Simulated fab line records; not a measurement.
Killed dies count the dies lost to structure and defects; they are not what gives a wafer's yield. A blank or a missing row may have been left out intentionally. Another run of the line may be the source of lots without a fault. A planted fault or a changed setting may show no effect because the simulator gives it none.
A struck lot beside a sound one	flow rit_cmos	19 steps out of a route of 202
Sound: wafers L398.2, L398.3, L398.4. Wafers struck: L410.2, L410.5, L410.6. The cause is named last.
At each step with rows: each side's tool, then ch and its chambers, then its first start. Under that, the readings that differ: sound wafers	struck wafers	difference of the means	sigmas: that difference in standard deviations of wafers without a fault.
alike: words and numbers the same on both sides, and readings whose means are apart by under 2 such deviations; not compared: readings that were withheld, readings missing a value for some wafer, numbers with overlapping values and no deviation given by the record, and bounds like >300 which may hide the same value.
Wherever a step has rows on one side only, a row that says differs or no value, or a row with sigmas, the two part there. Numbers that have no deviation but don't overlap get no sigmas and don't part them. A reading missing from all wafers of one side parts the sides only when that side holds two or more wafers.

first, 1 step without rows for these wafers: RIT_CONTACT_HARDBAKE_10 (time 60 s).
RIT_CONTACT_ETCH_11: etches SiO2 in CHF3/CF4/Ar, stops on TiSi2, target depth 480 nm, time 320 s.
  sound on rie_diel-01 ch 1,2,3, day 3 15:25; struck on rie_diel-03 ch 0,2,3, day 6 02:47
  alike: drypump_motor_current_A, oes_product_au, throttle_valve_pct
  not compared: rf_hours_counter_h
RIT_CONTACT_STRIP_12: strips in O2, time 180 s.
  sound on plasma_asher-04 ch 0,1, day 3 15:37; struck on plasma_asher-03 ch 0,1, day 6 02:59
  alike: drypump_motor_current_A
  not compared: rf_hours_counter_h
RIT_CONTACT_CD_MEAS_90: target cd 1000 nm.
  sound on cd_sem-01, day 3 15:49; struck on cd_sem-02, day 6 03:11
  alike: cd_nm
then, 2 steps without rows for these wafers: RIT_CONTACT_CLEAN_13 (cleans in SC1, time 600 s); RIT_CONTACT_CLEAN_14 (cleans in SC2, time 600 s).
RIT_M1_SPUTTER_00: material Al, target thk 400 nm, time 500 s.
  sound on pvd_sputter-03, day 3 16:17; struck on pvd_sputter-02, day 6 03:38
  alike: substrate_temp_c, throttle_valve_pct
RIT_M1_RS_MEAS_01: uses a four-point probe to measure.
  sound on film_metro-02, day 3 16:35; struck on film_metro-01, day 6 03:56
  alike: M1_AL_RS
RIT_M1_THK_MEAS_02: measures by xrf.
  sound on film_metro-02, day 3 16:42; struck on film_metro-01, day 6 04:03
  alike: M1_AL_THK
then, 3 steps without rows for these wafers: RIT_M1_HMDS_03 (prime time 60 s); RIT_M1_COAT_04 (resist thk 1312 nm); RIT_M1_SOFTBAKE_05 (time 60 s).
RIT_M1_EXPOSE_06: exposes mask M12, target cd 2600 nm.
  sound on iline_stepper-02 ch 0, day 3 17:13; struck on iline_stepper-01 ch 0, day 6 04:34
reading	sound	struck	difference	sigmas
model.M1.overlay_x_nm (nm)	2.771 2.771 2.771	807.5 807.5 807.5	+804.7	
  alike: mask
then, 2 steps without rows for these wafers: RIT_M1_PEB_07; RIT_M1_DEVELOP_08 (develop time 68 s).
RIT_M1_CD_MEAS_09: target cd 2600 nm.
  sound on cd_sem-02, day 3 17:39; struck on cd_sem-01, day 6 05:00
reading	sound	struck	difference	sigmas
cd_nm (nm)	2596.2 2597.1 2597.8	2600.7 2601.9 2600.4	+4.0	+2
RIT_M1_OVL_MEAS_10:
  sound on overlay-02, day 3 17:46; struck on overlay-01, day 6 05:07
reading	sound	struck	difference	sigmas
M1_OVL (nm)	2.9 1.3 2.5	804.5 805.9 803.8	+802.5	+99 or more
then, 1 step without rows for these wafers: RIT_M1_HARDBAKE_11 (time 120 s).
RIT_M1_PROBE_99:
  sound on prober-01, day 3 20:34; struck on prober-01, day 6 07:52
reading	sound	struck	difference	sigmas
defect_limited_yield (%)	94.3 96.2 97.3	98.1 98.1 100.0	+2.8	+3
killed_at_front_end	15 10 7	5 5 0	-7	-2
killed_dies	15 10 7	5 5 0	-7	-2
killed_open	10 7 3	2 2 0	-5	-2
model.etest.tester.sort_n_pass	249 254 257	0 0 0	-253	
model.etest.tester.sort_bin_3_pct (%)	0 0 0	98.11 98.11 100	+98.74	
model.etest.tester.sort_yield_pct (%)	94.32 96.21 97.35	0 0 0	-96	
model.etest.nmos_0p15.over_limit	0 0 0	1 1 1	+1	
model.etest.select_edge_diode_n.over_limit	0 0 0	1 1 1	+1	
model.etest.diode_pplus_comb.short	0 0 0	1 1 1	+1	
model.etest.pmos_turned.short	0 0 0	1 1 1	+1	
model.etest.ring.over_limit	0 0 0	1 1 1	+1	
  alike: killed_at_contacts, killed_on_rim, killed_short

== WHERE THEY PART ==
Earliest at RIT_M1_CD_MEAS_09; latest, in this record, at RIT_M1_PROBE_99.

WHY: what had been put in by the simulator
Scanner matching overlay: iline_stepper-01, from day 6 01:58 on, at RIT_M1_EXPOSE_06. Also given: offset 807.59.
